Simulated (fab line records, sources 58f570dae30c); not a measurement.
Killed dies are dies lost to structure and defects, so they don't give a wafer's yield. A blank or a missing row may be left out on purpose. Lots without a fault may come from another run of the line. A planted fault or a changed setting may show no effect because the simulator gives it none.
Tool commonality check | flow berkeley_cmos170 | 14 lots, 42 wafers sampled

WHY IT WAS OPENED
At UCB170_NLDD_OVL_MEAS_07 the reading NLDD_OVL is flagged on 4 of 14 lots. Wafers without a fault read 3 nm, standard deviation 5.9.
Rule: a lot is flagged when every wafer of it that has a number lies more than 4 standard deviations from that mean, or none has a number. The other lots count as sound.

lot  | measured     | on         | NLDD_OVL (nm), wafer by wafer | flag
L295 | day 6 10:44  | overlay-02 | 14 12 11                      |
L296 | day 6 10:58  | overlay-01 | 7 3 5                         |
L297 | day 7 01:24  | overlay-02 | -5 -4 -3                      |
L301 | day 7 20:07  | overlay-02 | 322 322 325                   | FLAGGED
L302 | day 7 20:25  | overlay-01 | 331 325 331                   | FLAGGED
L303 | day 8 02:02  | overlay-02 | 334 324 325                   | FLAGGED
L304 | day 8 02:44  | overlay-02 | 328 326 326                   | FLAGGED
L308 | day 9 00:19  | overlay-02 | 5 8 7                         |
L310 | day 9 06:47  | overlay-01 | -5 -5 -4                      |
L311 | day 9 23:44  | overlay-02 | 4 3 5                         |
L313 | day 9 23:55  | overlay-02 | 4 2 6                         |
L314 | day 10 03:46 | overlay-02 | -11 -12 -5                    |
L316 | day 10 19:03 | overlay-02 | -1 -4 -8                      |
L318 | day 10 23:53 | overlay-01 | 3 3 1                         |
The numbers of the flagged lots are 327 nm on average: +324 nm against the usual, or +55 standard deviations.

WHICH TOOL RAN EACH LOT
The record holds 1 process step before the reading, out of a route of 331 steps. In each cell: the tool, then ch and the chambers that the sampled wafers went through, then the start.
lot  | flag    | UCB170_NLDD_EXPOSE_03
L295 |         | krf_scanner-02 ch 0, day 6 10:02
L296 |         | krf_scanner-02 ch 0, day 6 10:16
L297 |         | krf_scanner-01 ch 0, day 7 00:14
L301 | FLAGGED | krf_scanner-02 ch 0, day 7 19:32
L302 | FLAGGED | krf_scanner-02 ch 0, day 7 19:44
L303 | FLAGGED | krf_scanner-02 ch 0, day 8 01:32
L304 | FLAGGED | krf_scanner-02 ch 0, day 8 01:53
L308 |         | krf_scanner-01 ch 0, day 8 23:28
L310 |         | krf_scanner-01 ch 0, day 9 06:13
L311 |         | krf_scanner-01 ch 0, day 9 22:46
L313 |         | krf_scanner-01 ch 0, day 9 22:57
L314 |         | krf_scanner-01 ch 0, day 10 03:17
L316 |         | krf_scanner-01 ch 0, day 10 18:05
L318 |         | krf_scanner-01 ch 0, day 10 23:23
What these steps do:
- UCB170_NLDD_EXPOSE_03: exposes mask NSELECT, target cd 1200 nm.
- UCB170_NLDD_OVL_MEAS_07

FLAGGED OVER TOTAL, TOOL BY TOOL (the gauges that took the reading come last)
step                    | tool           | lots run | flagged | share of the flagged lots | sound lots run after its first flagged lot
UCB170_NLDD_EXPOSE_03   | krf_scanner-01 | 8        | 0       | none                      | -
UCB170_NLDD_EXPOSE_03   | krf_scanner-02 | 6        | 4       | all                       | 0
UCB170_NLDD_OVL_MEAS_07 | overlay-01     | 4        | 1       | some                      | 2 (L310,L318)
UCB170_NLDD_OVL_MEAS_07 | overlay-02     | 10       | 3       | some                      | 5 (L308,L311,L313,L314,L316)

WHAT THE TABLE ALLOWS
1 row of the table ran every flagged lot: krf_scanner-02 at UCB170_NLDD_EXPOSE_03.
- krf_scanner-02 at UCB170_NLDD_EXPOSE_03: 4 of its 6 lots flagged. Its last sound lot is L296 (day 6 10:16), its first flagged lot L301 (day 7 19:32): a fault that began between those two fits.
One tool is left: krf_scanner-02 at UCB170_NLDD_EXPOSE_03.

WHAT THE SIMULATOR HAD PUT IN
Scanner matching overlay: krf_scanner-02, from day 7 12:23 on, at UCB170_NLDD_EXPOSE_03. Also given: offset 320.
Lots struck among those shown: L301, L302, L303, L304. The rule above found the same.
